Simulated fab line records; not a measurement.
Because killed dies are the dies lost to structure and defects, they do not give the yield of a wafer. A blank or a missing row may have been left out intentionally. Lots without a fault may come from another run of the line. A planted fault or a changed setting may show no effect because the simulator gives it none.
Tool commonality check + flow rit_cmos + 14 lots and 48 wafers in the sample

== REASON IT WAS OPENED ==
At RIT_SDANNEAL_RS_MEAS_04 the reading PSD_RS is flagged on 2 of 14 lots. Wafers without a fault read 116.25 ohm/sq, standard deviation 0.25.
Rule: a lot is flagged when every wafer of it that has a number lies more than 4 standard deviations from that mean, or none has a number. As for the other lots, they are considered sound.

| lot  | measured    | on            | PSD_RS (ohm/sq), wafer by wafer           | flag    |
|------|-------------|---------------|-------------------------------------------|---------|
| L640 | day 3 06:41 | film_metro-01 | 116.41 116.35 116.55                      |         |
| L641 | day 3 09:54 | film_metro-01 | 116.26 116.45 115.87                      |         |
| L642 | day 3 13:35 | film_metro-04 | 116.56 116.50 116.65                      |         |
| L643 | day 3 20:07 | film_metro-04 | 116.16 116.20 116.04                      |         |
| L647 | day 4 16:43 | film_metro-02 | 116.02 116.21 116.22                      |         |
| L648 | day 4 19:03 | film_metro-02 | 128.06 128.08 128.04 128.08 128.17 127.96 | FLAGGED |
| L650 | day 5 07:47 | film_metro-02 | 128.28 128.53 128.66 128.66 128.60 128.59 | FLAGGED |
| L651 | day 5 11:22 | film_metro-04 | 116.17 116.52 116.25                      |         |
| L653 | day 5 19:43 | film_metro-02 | 116.22 116.56 116.29                      |         |
| L655 | day 6 07:16 | film_metro-02 | 116.27 116.37 116.45                      |         |
| L657 | day 6 15:11 | film_metro-01 | 116.50 116.56 116.51                      |         |
| L659 | day 7 00:55 | film_metro-04 | 115.94 116.17 116.34                      |         |
| L661 | day 7 11:08 | film_metro-02 | 116.13 116.03 115.97                      |         |
| L663 | day 7 20:58 | film_metro-01 | 116.05 115.99 116.12                      |         |
The numbers of the flagged lots are 128.31 ohm/sq on average: +12.06 ohm/sq against the usual, or +48 standard deviations.

== EACH LOT AND THE TOOL IT RAN ON ==
The record keeps 1 process step preceding the reading, out of 202 steps on the route. Read each cell as the tool, then ch plus the chambers that the sampled wafers visited, then the start.
| lot  | flag    | RIT_SDANNEAL_RTA_03             |
|------|---------|---------------------------------|
| L640 |         | rtp_anneal-02 ch 0, day 3 06:37 |
| L641 |         | rtp_anneal-01 ch 0, day 3 09:50 |
| L642 |         | rtp_anneal-02 ch 0, day 3 13:32 |
| L643 |         | rtp_anneal-01 ch 0, day 3 20:02 |
| L647 |         | rtp_anneal-01 ch 0, day 4 16:38 |
| L648 | FLAGGED | rtp_anneal-02 ch 0, day 4 18:58 |
| L650 | FLAGGED | rtp_anneal-02 ch 0, day 5 07:44 |
| L651 |         | rtp_anneal-01 ch 0, day 5 11:19 |
| L653 |         | rtp_anneal-01 ch 0, day 5 19:39 |
| L655 |         | rtp_anneal-01 ch 0, day 6 07:13 |
| L657 |         | rtp_anneal-01 ch 0, day 6 15:08 |
| L659 |         | rtp_anneal-01 ch 0, day 7 00:50 |
| L661 |         | rtp_anneal-01 ch 0, day 7 11:05 |
| L663 |         | rtp_anneal-01 ch 0, day 7 20:54 |
These steps, and what they do:
- RIT_SDANNEAL_RTA_03: time 5 s.
- RIT_SDANNEAL_RS_MEAS_04: measures by four-point-probe.

== FLAGGED AGAINST TOTAL, ONE TOOL AT A TIME (gauges that did the reading follow at the end) ==
| step                    | tool          | lots run | flagged | share of the flagged lots | sound lots run after its first flagged lot |
|-------------------------|---------------|----------|---------|---------------------------|--------------------------------------------|
| RIT_SDANNEAL_RTA_03     | rtp_anneal-01 | 10       | 0       | none                      | -                                          |
| RIT_SDANNEAL_RTA_03     | rtp_anneal-02 | 4        | 2       | all                       | 0                                          |
| RIT_SDANNEAL_RS_MEAS_04 | film_metro-01 | 4        | 0       | none                      | -                                          |
| RIT_SDANNEAL_RS_MEAS_04 | film_metro-02 | 6        | 2       | all                       | 3 (L653,L655,L661)                         |
| RIT_SDANNEAL_RS_MEAS_04 | film_metro-04 | 4        | 0       | none                      | -                                          |

== WHAT IS ALLOWED BY THE TABLE ==
Every flagged lot went through 2 rows of the table: rtp_anneal-02 at RIT_SDANNEAL_RTA_03 and film_metro-02 at RIT_SDANNEAL_RS_MEAS_04.
- rtp_anneal-02 at RIT_SDANNEAL_RTA_03 ran 4 lots, 2 of them flagged. A fault beginning between L642 (day 3 13:32), its last sound lot, and L648 (day 4 18:58), its first flagged one, fits the data.
- film_metro-02 at RIT_SDANNEAL_RS_MEAS_04 ran 6 lots, 2 of them flagged. Lots that were sound ran on it after the first flagged one (L653, L655, L661); a persistent fault on the entire tool would not allow that.
rtp_anneal-02 at RIT_SDANNEAL_RTA_03 is the single tool remaining.

== WHAT HAD BEEN PUT IN BY THE SIMULATOR ==
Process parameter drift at RIT_SDANNEAL_RTA_03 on rtp_anneal-02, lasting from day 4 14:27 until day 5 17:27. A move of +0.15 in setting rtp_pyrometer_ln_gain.
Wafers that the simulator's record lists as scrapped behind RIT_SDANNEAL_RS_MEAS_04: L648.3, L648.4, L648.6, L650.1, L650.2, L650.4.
Shown lots that were struck: L648, L650. The rule above found the same.
